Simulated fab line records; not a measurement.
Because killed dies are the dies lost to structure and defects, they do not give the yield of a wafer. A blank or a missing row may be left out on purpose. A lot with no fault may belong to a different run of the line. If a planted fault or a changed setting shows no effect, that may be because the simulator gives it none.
Split-lot study	flow berkeley_cmos170	5 lots, 23 wafers read, on a route of 331 steps

== THE SPLIT ==
At UCB170_PSD_COAT_01 (resist thk 900 nm), the setting spin_rpm was moved away from the recipe's 1500 rpm on 6 of the 23 wafers read, by -3.0% to +6.2%. All remaining wafers had this setting at the recipe value.

The split's own step is where the reading is taken.

== THE READING ==
KrF_of_PSD_COAT_01.thk_nm (the simulator's own value, which no gauge read), in nm, at UCB170_PSD_COAT_01 (resist thk 900 nm). There is no usual value for it anywhere in the file. Across the 17 wafers here that went through the recipe, the average is 900.1 nm and the standard deviation 2.5 nm.

wafer	tool, chamber at the split	spin_rpm as run, rpm	against the recipe	KrF_of_PSD_COAT_01.thk_nm, nm	against lot-mates on the recipe
L077.1	litho_track-01, 0	1455	-3.0%	912.1	+15.3
L077.2	litho_track-01, 0	1455	-3.0%	911.9	+15.1
L077.3	litho_track-01, 0	1500	recipe	896	-
L077.5	litho_track-01, 0	1500	recipe	897.6	-
L077.6	litho_track-01, 0	1455	-3.0%	911.1	+14.3
L079.1	litho_track-01, 0	1593	+6.2%	875.6	-28.1
L079.2	litho_track-01, 0	1593	+6.2%	874.8	-28.9
L079.3	litho_track-01, 0	1500	recipe	903.6	-
L079.5	litho_track-01, 0	1500	recipe	903.8	-
L079.6	litho_track-01, 0	1593	+6.2%	876.3	-27.4
L080.1	litho_track-02, 0	1500	recipe	901.4	-
L080.5	litho_track-02, 0	1500	recipe	901.4	-
L080.2	litho_track-02, 0	1500	recipe	898.8	-
L080.3	litho_track-02, 0	1500	recipe	902.8	-
L080.6	litho_track-02, 0	1500	recipe	901.8	-
L084.1	litho_track-02, 0	1500	recipe	898.5	-
L084.3	litho_track-02, 0	1500	recipe	897.5	-
L084.4	litho_track-02, 0	1500	recipe	896.5	-
L084.5	litho_track-02, 0	1500	recipe	897	-
L084.6	litho_track-02, 0	1500	recipe	899.6	-
L085.2	litho_track-01, 0	1500	recipe	902.4	-
L085.5	litho_track-01, 0	1500	recipe	902.1	-
L085.6	litho_track-01, 0	1500	recipe	901.3	-

THE FIT
A straight line over all 23 wafers: KrF_of_PSD_COAT_01.thk_nm changes by -3.94 nm for each +1% of spin_rpm; r = -0.98; the points scatter about the line by 2.3 nm.
The same after taking each lot's own level away (the mean of its wafers on the recipe; 23 wafers): -4.63 nm for each +1%; r = -1.00; scatter 1 nm.
Per that fit: largest spin_rpm move, reading shift of 29 nm.
Across the lots, their own levels run from 896.80 to 903.70 nm, a range of 2.7 times the standard deviation given above.
So the lot-to-lot level changes the slope: the two fits differ.
Check: for one of the wafers moved furthest among these (+6.2%), held out of the fit, the line's prediction against its lot-mates is -28.7 nm. Against them it came out at -28.1 nm.

== FURTHER SPLITS ON THESE WAFERS ==
Other splits were also applied to these wafers ahead of the reading. Each is held against what the fit with the lots' levels taken away leaves over:
other split on the same wafers	wafers away from the commonest value	r with KrF_of_PSD_COAT_01.thk_nm (lot level and that fit taken away)
UCB170_START_OXIDATION_02 ox_time_s	15	-0.03
UCB170_NWELL_COAT_07 spin_rpm	10	+0.13
UCB170_NWELL_IMPLANT_14 energy_kev	9	+0.08
UCB170_PWELL_CVD_05 temp_c	18	+0.04
UCB170_PWELL_ETCH_14 rf_w	6	+0.09
UCB170_PFIELD_IMPLANT_07 dose_cm2	9	+0.09
UCB170_NVT_IMPLANT_07 energy_kev	7	-0.09
UCB170_GATE_OXIDATION_01 ox_time_s	15	+0.09
UCB170_GATE_COAT_07 spin_rpm	8	+0.04
UCB170_NLDD_IMPLANT_09 dose_cm2	8	-0.01

== THE WHOLE CHAIN: every reading that the file lists as answering this split, in the file's order ==
step	what it does	reading	change (the file's fit)	r (the file's)
UCB170_PSD_COAT_01	resist thk 900 nm	KrF_of_PSD_COAT_01.thk_nm (the simulator's own value, which no gauge read)	-4.62 nm for each +1% of the setting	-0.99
UCB170_PSD_STRIP_09	strips in O2	strip_time_to_endpoint_s	withheld for each +1% of the setting, in a fit together with energy_kev@PSD_IMPLANT_08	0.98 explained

== FILE'S OWN FIT ==
KrF_of_PSD_COAT_01.thk_nm changes by -4.62 nm for each +1% of spin_rpm, r = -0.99.
